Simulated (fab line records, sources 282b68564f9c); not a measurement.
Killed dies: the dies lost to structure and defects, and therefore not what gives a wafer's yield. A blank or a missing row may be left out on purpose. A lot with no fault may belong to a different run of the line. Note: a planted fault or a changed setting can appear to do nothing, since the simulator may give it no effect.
fab line records    flow rit_cmos    part 1 of 2: steps 1 to 29 of 39
[record] lots = 5  wafers = 15  last_day = 6
route steps=202 shown NRETRO@57 PRETRO@64 GATE@75 FOX2@80
lots untouched by any fault: they come from a run of this same line in which no faults occurred
start_h: start of the lot's first displayed wafer, in hours after the record's first day    wait_h: hours from the lot's prior step to this one    " the same as in the row above    L1.1+2: a row that stands for several wafers    - no value present, or no start provided    * or withheld: withheld    < > ~ a bound
route shown NAME@n: a module of which the file shows steps, and the number in the route of the first    usual: mean/standard deviation of fault-free wafers    same: alike in all rows    chamber/n: place in a boat    sites: readings site by site    _std_site: standard deviation across them    _edge_site: outer sites' mean less inner sites'    radius_mm: how far each site lies from the wafer's centre    mask NAME#n: copy n    behind: the tool/chamber that last shaped the wafer    hold: cause of the lot's hold/its duration in hours/its outcome    device: transistor that didn't switch, given as n, p or np    end of line: tests run on the same wafers once the route is complete    for a step that has no rows: nothing shown but its recipe    killed: at the first sort, the dies lost to defects and structure; wafer yield is something else    map: a wafer's dies, x killed, . not, _ none there
set.NAME: the setting that was run; set.NAME@STEP: the one run at that earlier step    model.NAME: the simulator's own value behind a step, which no gauge read
lots seen at some steps along the route; tables by step, rows by wafer
services: the hour from which a tool's chamber was out of use, counted from the record's first day as start_h (under 0 if before that day), plus the number of hours and why
[[steps]]
[step RIT_NRETRO_PEB_04]
[recipe] resist = NOVOLAK  temp_c = withheld  time_s = withheld
[usual] resist_line_temp_C = *
lot.wafer  tool            chamber  start_h  wait_h  resist_line_temp_C
L079.2     litho_track-03  0        57.04    0.1     *
L079.4     "               0        "        "       *
L079.6     "               0        "        "       *
L080.1     litho_track-03  0        63.67    0.1     *
L080.2     "               0        "        "       *
L080.6     "               0        "        "       *
L084.3     litho_track-03  0        82.31    0.1     *
L084.4     "               0        "        "       *
L084.6     "               0        "        "       *
L085.2     litho_track-01  0        86.80    0.1     *
L085.3     "               0        "        "       *
L085.6     "               0        "        "       *
L088.2     litho_track-02  0        104.05   0.1     *
L088.4     "               0        "        "       *
L088.5     "               0        "        "       *
[step RIT_NRETRO_DEVELOP_05]
[recipe] resist = NOVOLAK  develop_time_s = 68  dev_temp_c = 23
[usual] resist_line_temp_C = 23.03/0.11
lot.wafer  tool            chamber  start_h  wait_h  resist_line_temp_C
L079.2     litho_track-03  0        -        -       22.90
L079.4     "               0        "        "       22.91
L079.6     "               0        "        "       22.87
L080.1     litho_track-03  0        -        -       23.15
L080.2     "               0        "        "       23.01
L080.6     "               0        "        "       22.93
L084.3     litho_track-03  0        -        -       23.04
L084.4     "               0        "        "       22.88
L084.6     "               0        "        "       23.05
L085.2     litho_track-01  0        -        -       23.11
L085.3     "               0        "        "       22.95
L085.6     "               0        "        "       23.07
L088.2     litho_track-02  0        -        -       22.74
L088.4     "               0        "        "       22.85
L088.5     "               0        "        "       22.85
[step RIT_NRETRO_OVL_MEAS_06]
[usual] NRETRO_OVL = -0.8/1.5
lot.wafer  tool        chamber  start_h  wait_h  NRETRO_OVL[nm]
L079.2     overlay-01  -        57.34    -       0.3
L079.4     "           -        "        "       1.0
L079.6     "           -        "        "       -1.2
L080.1     overlay-01  -        63.98    -       -0.5
L080.2     "           -        "        "       -0.7
L080.6     "           -        "        "       2.4
L084.3     overlay-01  -        82.59    -       -1.9
L084.4     "           -        "        "       -2.3
L084.6     "           -        "        "       -0.1
L085.2     overlay-01  -        87.09    -       -3.9
L085.3     "           -        "        "       -1.4
L085.6     "           -        "        "       -1.6
L088.2     overlay-01  -        104.35   -       -1.1
L088.4     "           -        "        "       -0.4
L088.5     "           -        "        "       -2.4
[step RIT_NRETRO_HARDBAKE_07]
[recipe] resist = NOVOLAK  temp_c = 140  time_s = 120
[usual] resist_line_temp_C = 22.98/0.11
lot.wafer  tool            chamber  start_h  wait_h  resist_line_temp_C
L079.2     litho_track-02  0        57.41    0.1     23.04
L079.4     "               0        "        "       23.09
L079.6     "               0        "        "       23.02
L080.1     litho_track-01  0        64.02    0.0     22.89
L080.2     "               0        "        "       22.98
L080.6     "               0        "        "       23.04
L084.3     litho_track-01  0        82.69    0.1     22.88
L084.4     "               0        "        "       23.11
L084.6     "               0        "        "       22.99
L085.2     litho_track-02  0        87.16    0.1     23.02
L085.3     "               0        "        "       22.79
L085.6     "               0        "        "       22.71
L088.2     litho_track-03  0        104.42   0.1     23.00
L088.4     "               0        "        "       23.02
L088.5     "               0        "        "       22.87
[step RIT_NRETRO_IMPLANT_08]
[recipe] species = P  energy_kev = 70  dose_cm2 = 1e+13  tilt_deg = 7
lot.wafer   tool          chamber  start_h  wait_h
L079.2+4+6  implanter-03  0        57.64    0.2
L080.1+2+6  implanter-03  0        64.27    0.2
L084.3+4+6  implanter-03  0        82.91    0.2
L085.2+3+6  implanter-04  0        87.40    0.2
L088.2+4+5  implanter-01  0        104.65   0.2
[step RIT_NRETRO_STRIP_09]
[recipe] chemistry = O2  time_s = 180  resist = NOVOLAK  platen_temp_c = withheld  power_w = 500  pressure_mtorr = 4000  o2_flow_sccm = 4000
[usual] drypump_motor_current_A = 5.7/0.5
lot.wafer  tool             chamber  start_h  wait_h  drypump_motor_current_A  rf_hours_counter_h
L079.2     plasma_asher-02  0        57.77    0.1     6.4                      41
L079.4     "                1        "        "       6.4                      -
L079.6     "                1        "        "       6.4                      -
L080.1     plasma_asher-02  0        64.42    0.1     6.4                      42
L080.2     "                1        "        "       6.4                      42
L080.6     "                0        "        "       6.4                      -
L084.3     plasma_asher-02  1        83.07    0.1     6.3                      -
L084.4     "                0        "        "       6.4                      -
L084.6     "                0        "        "       6.4                      -
L085.2     plasma_asher-02  0        87.52    0.1     6.4                      45
L085.3     "                0        "        "       6.4                      -
L085.6     "                0        "        "       6.5                      -
L088.2     plasma_asher-02  0        104.78   0.1     6.4                      47
L088.4     "                0        "        "       6.4                      -
L088.5     "                1        "        "       6.4                      -
[step RIT_NRETRO_TW_MEAS_10]
[usual] NRETRO_TW = 1051/9
lot.wafer  tool           chamber  start_h  wait_h  NRETRO_TW
L079.2     film_metro-03  -        57.95    0.1     1066
L079.4     "              -        "        "       1064
L079.6     "              -        "        "       1061
L080.1     film_metro-02  -        64.59    0.1     1054
L080.2     "              -        "        "       1051
L080.6     "              -        "        "       1058
L084.3     film_metro-04  -        83.21    0.1     1041
L084.4     "              -        "        "       1048
L084.6     "              -        "        "       1043
L085.2     film_metro-02  -        87.71    0.1     1053
L085.3     "              -        "        "       1048
L085.6     "              -        "        "       1047
L088.2     film_metro-04  -        104.96   0.1     1048
L088.4     "              -        "        "       1045
L088.5     "              -        "        "       1045
[step RIT_PRETRO_HMDS_00]
[recipe] prime_time_s = 60  prime_temp_c = 140
[usual] prime_temp_c = 140.03/0.15  resist_line_temp_C = 23.01/0.11
lot.wafer  tool            chamber  start_h  wait_h  prime_temp_c  resist_line_temp_C
L079.2     litho_track-02  0        58.07    0.1     140.03        22.96
L079.4     "               0        "        "       139.95        22.93
L079.6     "               0        "        "       139.83        22.90
L080.1     litho_track-04  0        64.65    0.1     140.07        22.87
L080.2     "               0        "        "       140.00        22.92
L080.6     "               0        "        "       140.23        22.87
L084.3     litho_track-02  0        83.30    0.1     140.02        23.04
L084.4     "               0        "        "       140.10        22.91
L084.6     "               0        "        "       140.04        22.88
L085.2     litho_track-04  0        87.78    0.1     140.33        23.18
L085.3     "               0        "        "       140.09        22.98
L085.6     "               0        "        "       140.30        23.05
L088.2     litho_track-01  0        105.04   0.1     140.00        23.13
L088.4     "               0        "        "       140.07        22.97
L088.5     "               0        "        "       140.08        23.00
[step RIT_PRETRO_COAT_01]
[recipe] resist = NOVOLAK  spin_rpm = 2000  resist_thk_nm = 1300
[usual] resist_line_temp_C = 23.01/0.11
lot.wafer  tool            chamber  start_h  wait_h  resist_line_temp_C
L079.2     litho_track-02  0        58.22    0.1     22.97
L079.4     "               0        "        "       22.94
L079.6     "               0        "        "       22.94
L080.1     litho_track-04  0        64.80    0.1     22.94
L080.2     "               0        "        "       22.96
L080.6     "               0        "        "       23.04
L084.3     litho_track-02  0        83.45    0.1     22.98
L084.4     "               0        "        "       23.10
L084.6     "               0        "        "       23.04
L085.2     litho_track-04  0        87.93    0.1     22.98
L085.3     "               0        "        "       22.95
L085.6     "               0        "        "       23.11
L088.2     litho_track-01  0        105.19   0.1     22.86
L088.4     "               0        "        "       23.02
L088.5     "               0        "        "       22.93
[step RIT_PRETRO_SOFTBAKE_02]
[recipe] resist = NOVOLAK  temp_c = 90  time_s = 60
[usual] resist_line_temp_C = 23.00/0.1
lot.wafer  tool            chamber  start_h  wait_h  resist_line_temp_C
L079.2     litho_track-02  0        58.37    0.1     23.14
L079.4     "               0        "        "       23.01
L079.6     "               0        "        "       23.16
L080.1     litho_track-04  0        64.95    0.1     23.18
L080.2     "               0        "        "       23.32
L080.6     "               0        "        "       23.22
L084.3     litho_track-02  0        83.60    0.1     22.95
L084.4     "               0        "        "       22.94
L084.6     "               0        "        "       22.94
L085.2     litho_track-04  0        88.08    0.1     23.15
L085.3     "               0        "        "       23.11
L085.6     "               0        "        "       22.95
L088.2     litho_track-01  0        105.34   0.1     22.91
L088.4     "               0        "        "       23.01
L088.5     "               0        "        "       22.86
[step RIT_PRETRO_EXPOSE_03]
[recipe] mask_id = M5  na = 0.57  target_cd_nm = 43700  dose_mj = 250
lot.wafer   tool              chamber  start_h  wait_h  mask
L079.2+4+6  iline_stepper-02  0        58.51    0.1     M5#0
L080.1+2+6  iline_stepper-01  0        65.23    0.2     M5#0
L084.3+4+6  iline_stepper-01  0        83.86    0.2     M5#0
L085.2+3+6  iline_stepper-02  0        88.39    0.3     M5#0
L088.2+4+5  iline_stepper-02  0        105.48   0.1     M5#0
[step RIT_PRETRO_PEB_04]
[recipe] resist = NOVOLAK  temp_c = withheld  time_s = withheld
[usual] resist_line_temp_C = *
lot.wafer  tool            chamber  start_h  wait_h  resist_line_temp_C
L079.2     litho_track-02  0        58.64    0.1     *
L079.4     "               0        "        "       *
L079.6     "               0        "        "       *
L080.1     litho_track-01  0        65.34    0.1     *
L080.2     "               0        "        "       *
L080.6     "               0        "        "       *
L084.3     litho_track-02  0        83.99    0.1     *
L084.4     "               0        "        "       *
L084.6     "               0        "        "       *
L085.2     litho_track-04  0        88.51    0.1     *
L085.3     "               0        "        "       *
L085.6     "               0        "        "       *
L088.2     litho_track-04  0        105.60   0.1     *
L088.4     "               0        "        "       *
L088.5     "               0        "        "       *
[step RIT_PRETRO_DEVELOP_05]
[recipe] resist = NOVOLAK  develop_time_s = 68  dev_temp_c = 22.49
[usual] resist_line_temp_C = 23.01/0.095
lot.wafer  tool            chamber  start_h  wait_h  resist_line_temp_C
L079.2     litho_track-02  0        -        -       23.01
L079.4     "               0        "        "       22.91
L079.6     "               0        "        "       22.85
L080.1     litho_track-01  0        -        -       22.86
L080.2     "               0        "        "       22.99
L080.6     "               0        "        "       22.87
L084.3     litho_track-02  0        -        -       22.82
L084.4     "               0        "        "       22.97
L084.6     "               0        "        "       23.01
L085.2     litho_track-04  0        -        -       22.99
L085.3     "               0        "        "       23.17
L085.6     "               0        "        "       22.88
L088.2     litho_track-04  0        -        -       23.04
L088.4     "               0        "        "       22.95
L088.5     "               0        "        "       22.93
[step RIT_PRETRO_OVL_MEAS_06]
[usual] PRETRO_OVL = -0.5/1.5
lot.wafer  tool        chamber  start_h  wait_h  PRETRO_OVL[nm]
L079.2     overlay-02  -        58.93    -       0.6
L079.4     "           -        "        "       -0.4
L079.6     "           -        "        "       2.2
L080.1     overlay-01  -        65.66    -       -1.7
L080.2     "           -        "        "       -0.1
L080.6     "           -        "        "       -0.7
L084.3     overlay-02  -        84.26    -       1.8
L084.4     "           -        "        "       -0.3
L084.6     "           -        "        "       1.0
L085.2     overlay-01  -        88.80    -       -0.3
L085.3     "           -        "        "       0.7
L085.6     "           -        "        "       1.7
L088.2     overlay-01  -        105.90   -       -1.6
L088.4     "           -        "        "       0.4
L088.5     "           -        "        "       -1.1
[step RIT_PRETRO_HARDBAKE_07]
[recipe] resist = NOVOLAK  temp_c = 140  time_s = 120
[usual] resist_line_temp_C = 22.99/0.089
lot.wafer  tool            chamber  start_h  wait_h  resist_line_temp_C
L079.2     litho_track-04  0        59.00    0.1     22.82
L079.4     "               0        "        "       23.06
L079.6     "               0        "        "       23.03
L080.1     litho_track-02  0        65.73    0.1     22.97
L080.2     "               0        "        "       23.11
L080.6     "               0        "        "       23.14
L084.3     litho_track-01  0        84.64    0.4     23.18
L084.4     "               0        "        "       23.00
L084.6     "               0        "        "       23.19
L085.2     litho_track-04  0        88.88    0.1     23.02
L085.3     "               0        "        "       23.01
L085.6     "               0        "        "       22.96
L088.2     litho_track-01  0        105.97   0.1     22.95
L088.4     "               0        "        "       23.00
L088.5     "               0        "        "       23.03
[step RIT_PRETRO_IMPLANT_08]
[recipe] species = B  energy_kev = 45  dose_cm2 = 1.2e+13  tilt_deg = 7
lot.wafer   tool          chamber  start_h  wait_h
L079.2+4+6  implanter-03  0        59.23    0.2
L080.1+2+6  implanter-01  0        65.98    0.2
L084.3+4+6  implanter-02  0        84.86    0.2
L085.2+3+6  implanter-01  0        89.11    0.2
L088.2+4+5  implanter-02  0        106.20   0.2
[step RIT_PRETRO_STRIP_09]
[recipe] chemistry = O2  time_s = 180  resist = NOVOLAK  platen_temp_c = withheld  power_w = 500  pressure_mtorr = 4000  o2_flow_sccm = 4000
[usual] drypump_motor_current_A = 5.9/0.49
lot.wafer  tool             chamber  start_h  wait_h  drypump_motor_current_A  rf_hours_counter_h
L079.2     plasma_asher-02  1        59.36    0.1     6.4                      42
L079.4     "                0        "        "       6.4                      -
L079.6     "                0        "        "       6.5                      -
L080.1     plasma_asher-04  0        66.13    0.1     6.0                      45
L080.2     "                1        "        "       6.0                      45
L080.6     "                0        "        "       6.0                      -
L084.3     plasma_asher-02  1        85.01    0.1     6.4                      -
L084.4     "                0        "        "       6.4                      -
L084.6     "                1        "        "       6.4                      -
L085.2     plasma_asher-02  1        89.23    0.1     6.4                      45
L085.3     "                0        "        "       6.5                      -
L085.6     "                0        "        "       6.5                      -
L088.2     plasma_asher-03  1        106.33   0.1     5.1                      32
L088.4     "                1        "        "       5.1                      -
L088.5     "                0        "        "       5.2                      -
[step RIT_PRETRO_TW_MEAS_10]
[usual] PRETRO_TW = 478/3.9
lot.wafer  tool           chamber  start_h  wait_h  PRETRO_TW
L079.2     film_metro-01  -        59.54    0.1     479
L079.4     "              -        "        "       477
L079.6     "              -        "        "       480
L080.1     film_metro-04  -        66.30    0.1     474
L080.2     "              -        "        "       473
L080.6     "              -        "        "       472
L084.3     film_metro-04  -        85.15    0.1     473
L084.4     "              -        "        "       475
L084.6     "              -        "        "       472
L085.2     film_metro-01  -        89.42    0.1     477
L085.3     "              -        "        "       479
L085.6     "              -        "        "       479
L088.2     film_metro-04  -        106.51   0.1     471
L088.4     "              -        "        "       471
L088.5     "              -        "        "       469
[step RIT_GATE_WET_ETCH_00]
[recipe] chemistry = BOE  target = SiO2  target_depth_nm = 56  time_s = 60  dry = n2_spin  dilution = 10:1  temp_c = 21.5
[usual] bath_heat_duty_pct = 1.8/0.39
lot.wafer  tool          chamber  start_h  wait_h  bath_heat_duty_pct
L079.2     wet_bench-04  1        59.59    0.0     2.4
L079.4     "             1        "        "       2.1
L079.6     "             1        "        "       2.0
L080.1     wet_bench-01  1        66.36    0.1     2.1
L080.2     "             1        "        "       2.2
L080.6     "             1        "        "       1.9
L084.3     wet_bench-04  0        85.19    0.0     1.8
L084.4     "             0        "        "       2.3
L084.6     "             0        "        "       1.3
L085.2     wet_bench-02  1        89.47    0.0     2.1
L085.3     "             1        "        "       0.9
L085.6     "             1        "        "       2.1
L088.2     wet_bench-04  0        106.56   0.0     2.1
L088.4     "             0        "        "       1.4
L088.5     "             0        "        "       1.9
[step RIT_GATE_CLEAN_01]
[recipe] chemistry = SC1  mix = 3:3:50  time_s = 600  temp_c = 75
[usual] bath_guard_temp_C = 75.0/0.48  bath_heat_duty_pct = 16.1/1.8
lot.wafer  tool          chamber  start_h  wait_h  bath_guard_temp_C  bath_heat_duty_pct
L079.2     wet_bench-02  3        59.64    0.0     75.2               17.1
L079.4     "             3        "        "       75.3               16.8
L079.6     "             3        "        "       75.2               16.7
L080.1     wet_bench-01  0        66.39    0.0     74.9               17.2
L080.2     "             0        "        "       75.1               17.8
L080.6     "             0        "        "       75.1               19.1
L084.3     wet_bench-01  0        85.22    0.0     74.6               17.5
L084.4     "             0        "        "       74.8               17.7
L084.6     "             0        "        "       75.0               17.4
L085.2     wet_bench-04  1        89.49    0.0     75.2               15.5
L085.3     "             1        "        "       75.3               17.0
L085.6     "             1        "        "       75.2               19.2
L088.2     wet_bench-01  3        106.59   0.0     75.4               16.6
L088.4     "             3        "        "       75.6               15.9
L088.5     "             3        "        "       75.2               16.8
[step RIT_GATE_CLEAN_02]
[recipe] chemistry = dHF  dilution = 50:1  time_s = 30
lot.wafer   tool          chamber  start_h  wait_h
L079.2+4+6  wet_bench-04  1        59.84    0.0
L080.1+2+6  wet_bench-01  1        66.56    0.0
L084.3+4+6  wet_bench-01  1        85.41    0.0
L085.2+3+6  wet_bench-02  3        89.67    0.0
L088.2+4+5  wet_bench-04  3        106.78   0.0
[step RIT_GATE_CLEAN_03]
[recipe] chemistry = SC2  mix = 3:3:50  time_s = 600  temp_c = 75  dry = n2_spin
[usual] bath_guard_temp_C = 75.1/0.58  bath_heat_duty_pct = 16.5/1.6
lot.wafer  tool          chamber  start_h  wait_h  bath_guard_temp_C  bath_heat_duty_pct
L079.2     wet_bench-01  0        59.87    0.0     74.9               18.4
L079.4     "             0        "        "       74.5               16.2
L079.6     "             0        "        "       74.8               17.3
L080.1     wet_bench-01  0        66.58    0.0     75.1               18.8
L080.2     "             0        "        "       74.8               16.2
L080.6     "             0        "        "       74.9               18.3
L084.3     wet_bench-01  1        85.42    0.0     75.0               16.1
L084.4     "             1        "        "       74.7               16.2
L084.6     "             1        "        "       75.0               17.6
L085.2     wet_bench-01  2        89.69    0.0     74.8               13.1
L085.3     "             2        "        "       74.8               12.9
L085.6     "             2        "        "       74.8               12.0
L088.2     wet_bench-01  0        106.80   0.0     75.1               17.9
L088.4     "             0        "        "       75.0               18.2
L088.5     "             0        "        "       75.1               18.2
[step RIT_GATE_CLEAN_04]
[recipe] chemistry = dHF  dilution = 50:1  time_s = 60  dry = n2_spin
lot.wafer   tool          chamber  start_h  wait_h
L079.2+4+6  wet_bench-02  1        60.04    0.0
L080.1+2+6  wet_bench-01  0        66.76    0.0
L084.3+4+6  wet_bench-01  3        85.60    0.0
L085.2+3+6  wet_bench-04  0        89.86    0.0
L088.2+4+5  wet_bench-04  3        106.99   0.0
[step RIT_FOX2_THK_MEAS_91]
[recipe] reads = SiO2_of_FOX2_OXIDATION_00
[usual] FIELD_OXIDE_LEFT_2_THK = 257/6.3
lot.wafer  tool           chamber  start_h  wait_h  FIELD_OXIDE_LEFT_2_THK[nm]
L079.2     film_metro-01  -        60.08    0.0     256
L079.4     "              -        "        "       251
L079.6     "              -        "        "       256
L080.1     film_metro-01  -        66.78    0.0     260
L080.2     "              -        "        "       263
L080.6     "              -        "        "       263
L084.3     film_metro-02  -        85.64    0.0     254
L084.4     "              -        "        "       257
L084.6     "              -        "        "       259
L085.2     film_metro-02  -        89.90    0.0     258
L085.3     "              -        "        "       257
L085.6     "              -        "        "       254
L088.2     film_metro-02  -        107.02   0.0     259
L088.4     "              -        "        "       261
L088.5     "              -        "        "       260
[step RIT_GATE_OXIDATION_05]
[recipe] temp_c = 900  ambient = O2  target_thk_a = 30  ox_time_s = 270
[usual] ox_temp_c_max = 905.7/1.2
lot.wafer  tool        chamber  start_h  wait_h  ox_temp_c_max
L079.2     furnace-04  0        62.63    2.5     904.1
L079.4     "           0        "        "       904.3
L079.6     "           0        "        "       906.0
L080.1     furnace-03  0        66.84    0.1     905.5
L080.2     "           0        "        "       906.0
L080.6     "           0        "        "       905.5
L084.3     furnace-01  0        88.84    3.2     905.7
L084.4     "           0        "        "       905.1
L084.6     "           0        "        "       907.8
L085.2     furnace-03  0        91.76    1.9     908.0
L085.3     "           0        "        "       906.8
L085.6     "           0        "        "       904.6
L088.2     furnace-03  0        107.83   0.8     907.1
L088.4     "           0        "        "       906.1
L088.5     "           0        "        "       906.1
[step RIT_GATE_ANNEAL_06]
[recipe] temp_c = 900  time_s = 600  ambient = N2O
lot.wafer   tool        chamber  start_h  wait_h
L079.2+4+6  furnace-03  0        63.96    0.3
L080.1+2+6  furnace-01  0        68.37    0.5
L084.3+4+6  furnace-03  0        91.51    1.6
L085.2+3+6  furnace-01  0        95.00    2.2
L088.2+4+5  furnace-04  0        109.39   0.5
[step RIT_GATE_THK_MEAS_07]
[recipe] reads = SiO2_of_GATE_OXIDATION_05
[usual] GATE_OXIDE_THK = 3.02/0.051
lot.wafer  tool           chamber  start_h  wait_h  GATE_OXIDE_THK[nm]
L079.2     film_metro-01  -        64.22    0.0     3.04
L079.4     "              -        "        "       3.03
L079.6     "              -        "        "       3.04
L080.1     film_metro-03  -        68.62    0.0     3.01
L080.2     "              -        "        "       2.92
L080.6     "              -        "        "       2.99
L084.3     film_metro-01  -        91.78    0.0     3.03
L084.4     "              -        "        "       2.97
L084.6     "              -        "        "       2.97
L085.2     film_metro-03  -        95.26    0.0     3.04
L085.3     "              -        "        "       3.00
L085.6     "              -        "        "       3.02
L088.2     film_metro-01  -        109.65   0.0     2.95
L088.4     "              -        "        "       3.00
L088.5     "              -        "        "       3.04
[step RIT_GATE_CVD_08]
[recipe] material = poly-Si  target_thk_nm = 250  temp_c = 610  precursor = SiH4  time_s = 2220  pressure_mtorr = 300  sih4_flow_sccm = 100
[usual] pressure_mtorr = 300.0/0.59
lot.wafer  tool      chamber  start_h  wait_h  pressure_mtorr
L079.2     lpcvd-02  1        64.82    0.6     300.0
L079.4     "         1        "        "       299.4
L079.6     "         1        "        "       299.2
L080.1     lpcvd-01  0        68.68    0.1     299.7
L080.2     "         0        "        "       300.6
L080.6     "         0        "        "       300.7
L084.3     lpcvd-02  1        91.82    0.0     299.9
L084.4     "         1        "        "       300.3
L084.6     "         1        "        "       300.6
L085.2     lpcvd-01  1        95.31    0.0     299.8
L085.3     "         1        "        "       300.0
L085.6     "         1        "        "       299.6
L088.2     lpcvd-01  1        110.86   1.2     299.9
L088.4     "         1        "        "       300.2
L088.5     "         1        "        "       299.6
[step RIT_GATE_THK_MEAS_09]
[recipe] reads = poly-Si_of_GATE_CVD_08
[usual] GATE_POLY_THK = 250.0/2.2
lot.wafer  tool           chamber  start_h  wait_h  GATE_POLY_THK[nm]
L079.2     film_metro-01  -        66.45    0.0     249.9
L079.4     "              -        "        "       249.7
L079.6     "              -        "        "       251.7
L080.1     film_metro-02  -        70.29    0.0     248.8
L080.2     "              -        "        "       247.2
L080.6     "              -        "        "       249.0
L084.3     film_metro-01  -        93.45    0.0     249.0
L084.4     "              -        "        "       250.9
L084.6     "              -        "        "       249.4
L085.2     film_metro-01  -        96.93    0.0     249.1
L085.3     "              -        "        "       248.7
L085.6     "              -        "        "       249.2
L088.2     film_metro-02  -        112.49   0.0     251.9
L088.4     "              -        "        "       250.3
L088.5     "              -        "        "       249.7
